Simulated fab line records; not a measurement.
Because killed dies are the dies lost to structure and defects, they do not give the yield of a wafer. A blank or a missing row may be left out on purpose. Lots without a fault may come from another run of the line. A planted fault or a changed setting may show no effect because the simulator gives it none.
Which tool is to blame? + flow berkeley-cmos170 + 7 lots with 21 wafers sampled at 2 steps, on a route of 331 steps

## WHAT THE GAUGES READ, wafer by wafer
UCB170_PLDD_OVL_MEAS_07.
| lot  | measured     | on         | PLDD_OVL (nm) |
|------|--------------|------------|---------------|
| L398 | day 7 16:18  | overlay-01 | -3 -2 -9      |
| L400 | day 8 04:43  | overlay-01 | 6 3 2         |
| L402 | day 8 05:10  | overlay-01 | -4 -7 -7      |
| L404 | day 8 19:52  | overlay-01 | -4 -4 2       |
| L409 | day 9 22:59  | overlay-02 | 2 -4 -6       |
| L412 | day 10 13:47 | overlay-02 | -2 -1 -4      |
| L419 | day 11 17:59 | overlay-01 | 5 1 -2        |

## WHICH TOOL RAN EACH LOT (tool, then ch and the chambers of the sampled wafers, then the start)
| lot  | UCB170_FIELD_WET_ETCH_04       |
|------|--------------------------------|
| L398 | wet-bench-03 ch 3, day 5 16:05 |
| L400 | wet-bench-03 ch 3, day 6 00:32 |
| L402 | wet-bench-03 ch 0, day 6 08:41 |
| L404 | wet-bench-03 ch 2, day 6 22:42 |
| L409 | wet-bench-02 ch 1, day 8 07:36 |
| L412 | wet-bench-03 ch 3, day 8 18:10 |
| L419 | wet-bench-02 ch 1, day 9 22:03 |
- UCB170_FIELD_WET_ETCH_04: etches SiO2 in dHF, time 60 s.

## THE ANSWER, worked out from the rows above alone
Rule: the lots themselves supply what counts as usual. Put in order of their means at a reading, lots are off if they are a third of the lots or fewer, leave a main group of 4 or more, and stand apart from it by a gap of 3 or more times the standard deviation of the main group's means; of several such gaps the widest counts. Not used: any main group whose means are identical at the precision the tables above print for the reading. Also off: a lot with no number at a reading for which 4 or more lots have one. Any other lot the step has rows for is counted as sound.
None of the lots is off at any reading shown; this tells nothing.

## WHAT WAS PUT IN BY THE SIMULATOR
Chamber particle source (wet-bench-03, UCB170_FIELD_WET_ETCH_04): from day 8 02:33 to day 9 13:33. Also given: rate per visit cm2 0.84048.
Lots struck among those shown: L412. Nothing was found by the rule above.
